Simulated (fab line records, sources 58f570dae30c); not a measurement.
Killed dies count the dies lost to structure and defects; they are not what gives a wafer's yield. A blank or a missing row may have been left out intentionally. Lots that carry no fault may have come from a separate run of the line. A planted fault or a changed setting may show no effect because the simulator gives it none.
fab line records | flow berkeleyCmos170 | part 2 of 2: steps 29 to 38 of 38
record: lots: 5 | wafers: 15 | lastDay: 12
route steps=331 shown START@3 ZERO@6 NWELL@14 PWELL@34
lots that met no fault: from a run of the same line without faults
startH: start of the lot's first displayed wafer, in hours after the record's first day | waitH: time in hours since the lot's previous step | " same as the row above | L1.1+2: a row that stands for several wafers | - no value, or no start was given | * or withheld: withheld | < > ~ a bound
route shown NAME@n: a module of which the file shows steps, and the number in the route of the first | usual: mean/standard deviation of fault-free wafers | same: alike in all rows | chamber/n: place in a boat | sites: the reading at each site | _std_site: standard deviation across them | _edge_site: the outer-site mean with the inner-site mean subtracted | radiusMm: how far each site lies from the wafer's centre | mask NAME#n: copy n | behind: the tool/chamber that last shaped the wafer | hold: the reason the lot was held/the length of the hold in hours/how it ended | device: transistor that didn't switch, given as n, p or np | end of line: tests of these same wafers at the route's end | where a step has no rows: the recipe by itself | killed: the dies lost at the first sort to structure and to defects; this is not the yield of the wafer | map: a wafer's dies, x killed, . not, _ none there
set.NAME: the run value of the setting; set.NAME@STEP: its run value at that earlier step | model.NAME: the simulator's own value behind a step, which no gauge read
lots seen at some steps along the route; tables by step, rows by wafer
services: a tool's chamber out of use, with start hour (startH, from the record's first day; less than 0 if before it), hours out, and reason
== steps ==
step: UCB170_NWELL_CLEAN_17
recipe: chemistry: SPM | tempC: 120 | timeS: 600
usual: bathGuardTempC: 120.1/0.56 | bathHeatDutyPct: 12.4/1.7
lot.wafer | tool        | chamber | startH | waitH | bathGuardTempC | bathHeatDutyPct
L075.4    | wetBench-04 | 0       | 38.89  | 0.0   | 120.1          | 14.0
L075.5    | "           | 0       | "      | "     | 119.9          | 13.8
L075.6    | "           | 0       | "      | "     | 119.8          | 13.5
L081.2    | wetBench-03 | 1       | 71.81  | 0.4   | 119.5          | 10.2
L081.4    | "           | 1       | "      | "     | 119.8          | 11.3
L081.6    | "           | 1       | "      | "     | 119.8          | 10.6
L084.4    | wetBench-03 | 2       | 84.07  | 0.0   | 120.0          | 12.9
L084.5    | "           | 2       | "      | "     | 120.2          | 13.5
L084.6    | "           | 2       | "      | "     | 120.0          | 12.2
L085.1    | wetBench-01 | 0       | 90.35  | 0.1   | 121.5          | 13.3
L085.2    | "           | 0       | "      | "     | 121.3          | 12.6
L085.6    | "           | 0       | "      | "     | 121.4          | 11.2
L094.2    | wetBench-03 | 2       | 133.95 | 0.4   | 120.0          | 14.0
L094.3    | "           | 2       | "      | "     | 120.0          | 13.6
L094.5    | "           | 2       | "      | "     | 120.3          | 14.5
step: UCB170_NWELL_WET_ETCH_18
recipe: chemistry: H3PO4 | target: Si3N4 | tempC: 160 | timeS: 14400
usual: bathGuardTempC: 160.1/0.51 | bathHeatDutyPct: 24.7/2.8
lot.wafer | tool        | chamber | startH | waitH | bathGuardTempC | bathHeatDutyPct
L075.4    | wetBench-03 | 0       | 39.08  | 0.0   | 160.4          | 21.4
L075.5    | "           | 0       | "      | "     | 160.1          | 21.8
L075.6    | "           | 0       | "      | "     | 160.5          | 22.3
L081.2    | wetBench-03 | 0       | 72.71  | 0.5   | 160.0          | 24.1
L081.4    | "           | 0       | "      | "     | 160.6          | 23.7
L081.6    | "           | 0       | "      | "     | 160.2          | 24.0
L084.4    | wetBench-04 | 3       | 84.77  | 0.0   | 159.6          | 25.6
L084.5    | "           | 3       | "      | "     | 159.4          | 27.4
L084.6    | "           | 3       | "      | "     | 159.5          | 26.9
L085.1    | wetBench-01 | 1       | 90.52  | 0.0   | 160.8          | 26.4
L085.2    | "           | 1       | "      | "     | 160.4          | 26.4
L085.6    | "           | 1       | "      | "     | 160.6          | 26.0
L094.2    | wetBench-01 | 2       | 136.15 | 2.0   | 159.7          | 25.8
L094.3    | "           | 2       | "      | "     | 159.8          | 28.4
L094.5    | "           | 2       | "      | "     | 160.5          | 26.4
step: UCB170_NWELL_WET_ETCH_19
recipe: chemistry: BOE | dilution: 5:1 | target: SiO2 | tempC: 25 | timeS: 22
usual: bathHeatDutyPct: 5.8/0.64
lot.wafer | tool        | chamber | startH | waitH | bathHeatDutyPct
L075.4    | wetBench-01 | 3       | 43.45  | 0.0   | 4.3
L075.5    | "           | 3       | "      | "     | 5.0
L075.6    | "           | 3       | "      | "     | 5.2
L081.2    | wetBench-01 | 0       | 81.87  | 0.4   | 5.8
L081.4    | "           | 0       | "      | "     | 5.2
L081.6    | "           | 0       | "      | "     | 6.3
L084.4    | wetBench-01 | 1       | 89.14  | 0.0   | 6.7
L084.5    | "           | 1       | "      | "     | 7.0
L084.6    | "           | 1       | "      | "     | 6.2
L085.1    | wetBench-01 | 0       | 94.53  | 0.0   | 6.6
L085.2    | "           | 0       | "      | "     | 6.3
L085.6    | "           | 0       | "      | "     | 5.3
L094.2    | wetBench-03 | 3       | 140.24 | 0.1   | 5.8
L094.3    | "           | 3       | "      | "     | 5.0
L094.5    | "           | 3       | "      | "     | 4.8
step: UCB170_PWELL_CLEAN_00
recipe: chemistry: SPM | tempC: 120 | timeS: 600
usual: bathGuardTempC: 120.2/0.68 | bathHeatDutyPct: 12.8/1.5
lot.wafer | tool        | chamber | startH | waitH | bathGuardTempC | bathHeatDutyPct
L075.4    | wetBench-03 | 3       | 43.47  | 0.0   | 119.7          | 11.6
L075.5    | "           | 3       | "      | "     | 120.1          | 11.5
L075.6    | "           | 3       | "      | "     | 120.2          | 11.8
L081.2    | wetBench-01 | 1       | 81.90  | 0.0   | 120.7          | 14.0
L081.4    | "           | 1       | "      | "     | 120.6          | 14.0
L081.6    | "           | 1       | "      | "     | 120.2          | 13.1
L084.4    | wetBench-01 | 1       | 89.16  | 0.0   | 120.5          | 12.5
L084.5    | "           | 1       | "      | "     | 120.3          | 13.5
L084.6    | "           | 1       | "      | "     | 120.3          | 14.4
L085.1    | wetBench-01 | 0       | 94.54  | 0.0   | 121.6          | 12.5
L085.2    | "           | 0       | "      | "     | 121.4          | 11.8
L085.6    | "           | 0       | "      | "     | 121.7          | 13.0
L094.2    | wetBench-03 | 3       | 140.29 | 0.0   | 120.4          | 11.7
L094.3    | "           | 3       | "      | "     | 120.0          | 12.7
L094.5    | "           | 3       | "      | "     | 120.0          | 12.0
step: UCB170_PWELL_CLEAN_01
recipe: chemistry: dHF | dilution: 25:1 | timeS: 60
lot.wafer  | tool        | chamber | startH | waitH
L075.4+5+6 | wetBench-01 | 2       | 43.64  | 0.0
L081.2+4+6 | wetBench-04 | 1       | 82.12  | 0.0
L084.4+5+6 | wetBench-04 | 1       | 89.35  | 0.0
L085.1+2+6 | wetBench-04 | 0       | 94.77  | 0.1
L094.2+3+5 | wetBench-03 | 3       | 140.48 | 0.0
step: UCB170_PWELL_OXIDATION_02
recipe: tempC: 1000 | ambient: O2 | targetThkA: 264 | oxTimeS: 1260
usual: spikeTcCentreC: 1002.4/0.93 | zonePowerCentrePct: 50.4/0.88
lot.wafer | tool       | chamber | startH | waitH | spikeTcCentreC | zonePowerCentrePct
L075.4    | furnace-04 | 0       | 46.32  | 2.7   | 1002.4         | 50.3
L075.5    | "          | 0       | "      | "     | 1002.9         | 51.3
L075.6    | "          | 0       | "      | "     | 1001.9         | 49.6
L081.2    | furnace-02 | 0       | 86.39  | 4.2   | 1003.5         | 50.5
L081.4    | "          | 0       | "      | "     | 1003.3         | 50.4
L081.6    | "          | 0       | "      | "     | 1002.3         | 50.0
L084.4    | furnace-01 | 0       | 94.00  | 4.6   | 1002.5         | 51.2
L084.5    | "          | 0       | "      | "     | 1002.3         | 51.9
L084.6    | "          | 0       | "      | "     | 1001.8         | 51.2
L085.1    | furnace-04 | 0       | 98.32  | 3.5   | 1000.9         | 49.7
L085.2    | "          | 0       | "      | "     | 1003.7         | 50.7
L085.6    | "          | 0       | "      | "     | 1002.4         | 49.3
L094.2    | furnace-01 | 0       | 145.65 | 5.1   | 1000.6         | 51.4
L094.3    | "          | 0       | "      | "     | 1001.6         | 51.8
L094.5    | "          | 0       | "      | "     | 1001.6         | 50.9
step: UCB170_PWELL_THK_MEAS_03
recipe: reads: SiO2_of_PWELL_OXIDATION_02
usual: PWELL_OXIDE_THK: 26.5/0.53
lot.wafer | tool         | chamber | startH | waitH | PWELL_OXIDE_THK[nm]
L075.4    | filmMetro-03 | -       | 47.76  | 0.1   | 25.7
L075.5    | "            | -       | "      | "     | 25.6
L075.6    | "            | -       | "      | "     | 25.9
L081.2    | filmMetro-04 | -       | 87.78  | 0.0   | 26.3
L081.4    | "            | -       | "      | "     | 26.2
L081.6    | "            | -       | "      | "     | 26.8
L084.4    | filmMetro-02 | -       | 95.38  | 0.0   | 26.4
L084.5    | "            | -       | "      | "     | 26.2
L084.6    | "            | -       | "      | "     | 26.4
L085.1    | filmMetro-04 | -       | 99.67  | 0.0   | 27.5
L085.2    | "            | -       | "      | "     | 27.3
L085.6    | "            | -       | "      | "     | 27.2
L094.2    | filmMetro-04 | -       | 147.01 | 0.0   | 26.3
L094.3    | "            | -       | "      | "     | 26.7
L094.5    | "            | -       | "      | "     | 26.8
step: UCB170_PWELL_ANNEAL_04
recipe: tempC: 1000 | timeS: 919.5 | ambient: N2
usual: spikeTcCentreC: 1002.2/1 | zonePowerCentrePct: 50.8/0.95
lot.wafer | tool       | chamber | startH | waitH | spikeTcCentreC | zonePowerCentrePct
L075.4    | furnace-01 | 0       | 50.59  | 2.8   | 1001.8         | 51.0
L075.5    | "          | 0       | "      | "     | 1001.5         | 50.8
L075.6    | "          | 0       | "      | "     | 1000.8         | 51.2
L081.2    | furnace-01 | 0       | 92.75  | 5.0   | 1001.8         | 51.1
L081.4    | "          | 0       | "      | "     | 1001.9         | 51.7
L081.6    | "          | 0       | "      | "     | 1002.9         | 52.6
L084.4    | furnace-02 | 0       | 99.52  | 4.1   | 1003.9         | 50.4
L084.5    | "          | 0       | "      | "     | 1002.4         | 49.9
L084.6    | "          | 0       | "      | "     | 1001.9         | 50.2
L085.1    | furnace-02 | 0       | 102.12 | 2.4   | 1003.9         | 50.1
L085.2    | "          | 0       | "      | "     | 1003.3         | 49.9
L085.6    | "          | 0       | "      | "     | 1000.7         | 49.4
L094.2    | furnace-04 | 0       | 147.35 | 0.3   | 1004.1         | 50.7
L094.3    | "          | 0       | "      | "     | 1003.5         | 49.8
L094.5    | "          | 0       | "      | "     | 1003.3         | 49.2
step: UCB170_PWELL_CVD_05
recipe: material: Si3N4 | targetThkNm: 220 | tempC: 800 | precursor: SiH2Cl2/NH3 | timeS: 3300 | pressureMtorr: 200 | sih2cl2FlowSccm: 25 | nh3FlowSccm: 75
usual: spikeTcCentreC: 802.3/1.3 | zonePowerCentrePct: 38.8/1.8
lot.wafer | tool     | chamber | startH | waitH | spikeTcCentreC | zonePowerCentrePct
L075.4    | lpcvd-01 | 1       | 53.53  | 1.7   | 803.7          | 38.6
L075.5    | "        | 1       | "      | "     | 801.9          | 39.2
L075.6    | "        | 1       | "      | "     | 802.3          | 39.6
L081.2    | lpcvd-02 | 1       | 94.00  | 0.0   | 800.8          | 41.4
L081.4    | "        | 1       | "      | "     | 802.1          | 40.5
L081.6    | "        | 1       | "      | "     | 802.2          | 42.0
L084.4    | lpcvd-01 | 0       | 102.29 | 1.5   | 803.3          | 36.0
L084.5    | "        | 0       | "      | "     | 803.6          | 36.0
L084.6    | "        | 0       | "      | "     | 803.7          | 36.1
L085.1    | lpcvd-01 | 1       | 104.21 | 0.8   | 802.9          | 38.4
L085.2    | "        | 1       | "      | "     | 801.9          | 39.3
L085.6    | "        | 1       | "      | "     | 802.4          | 39.1
L094.2    | lpcvd-01 | 0       | 148.60 | 0.0   | 802.1          | 36.0
L094.3    | "        | 0       | "      | "     | 802.0          | 35.7
L094.5    | "        | 0       | "      | "     | 803.1          | 36.3
step: UCB170_PWELL_THK_MEAS_06
recipe: reads: Si3N4_of_PWELL_CVD_05
usual: PWELL_NITRIDE_THK: 221.0/2.5
lot.wafer | tool         | chamber | startH | waitH | PWELL_NITRIDE_THK[nm]
L075.4    | filmMetro-02 | -       | 55.48  | 0.0   | 219.7
L075.5    | "            | -       | "      | "     | 220.5
L075.6    | "            | -       | "      | "     | 217.3
L081.2    | filmMetro-03 | -       | 95.99  | 0.1   | 220.0
L081.4    | "            | -       | "      | "     | 218.7
L081.6    | "            | -       | "      | "     | 219.3
L084.4    | filmMetro-04 | -       | 104.24 | 0.0   | 219.2
L084.5    | "            | -       | "      | "     | 220.3
L084.6    | "            | -       | "      | "     | 218.0
L085.1    | filmMetro-02 | -       | 106.12 | 0.0   | 219.6
L085.2    | "            | -       | "      | "     | 221.0
L085.6    | "            | -       | "      | "     | 220.4
L094.2    | filmMetro-02 | -       | 150.53 | 0.0   | 217.8
L094.3    | "            | -       | "      | "     | 215.5
L094.5    | "            | -       | "      | "     | 218.8
== services ==
tool           | chamber | startH | hours | kind
furnace-01     | -       | -2.29  | 3.7   | pm
rieDiel-03     | 2       | 11.72  | 16.0  | repair
furnace-04     | -       | 26.25  | 5.7   | pm
krfScanner-02  | -       | 34.94  | 0.8   | pm
lpcvd-02       | -       | 37.24  | 17.2  | pm
implanter-03   | -       | 38.76  | 4.0   | pm
furnace-02     | -       | 39.23  | 3.8   | pm
krfScanner-02  | -       | 40.83  | 2.4   | repair
rieDiel-04     | 2       | 52.29  | 3.9   | repair
krfScanner-02  | -       | 53.60  | 4.8   | repair
krfScanner-02  | -       | 59.83  | 2.3   | repair
rieDiel-04     | 1       | 63.57  | 4.1   | repair
furnace-02     | -       | 80.77  | 4.1   | pm
lpcvd-02       | -       | 90.15  | 1.1   | repair
furnace-04     | -       | 91.79  | 2.6   | pm
plasmaAsher-01 | -       | 99.59  | 0.6   | repair
implanter-03   | -       | 100.28 | 1.0   | repair
krfScanner-01  | -       | 104.63 | 1.4   | repair
plasmaAsher-01 | -       | 108.75 | 9.0   | pm
krfScanner-01  | -       | 112.65 | 1.0   | pm
krfScanner-02  | -       | 121.47 | 1.3   | pm
plasmaAsher-03 | -       | 123.03 | 1.1   | repair
krfScanner-01  | -       | 132.57 | 0.8   | pm
wetBench-01    | -       | 141.60 | 1.5   | repair
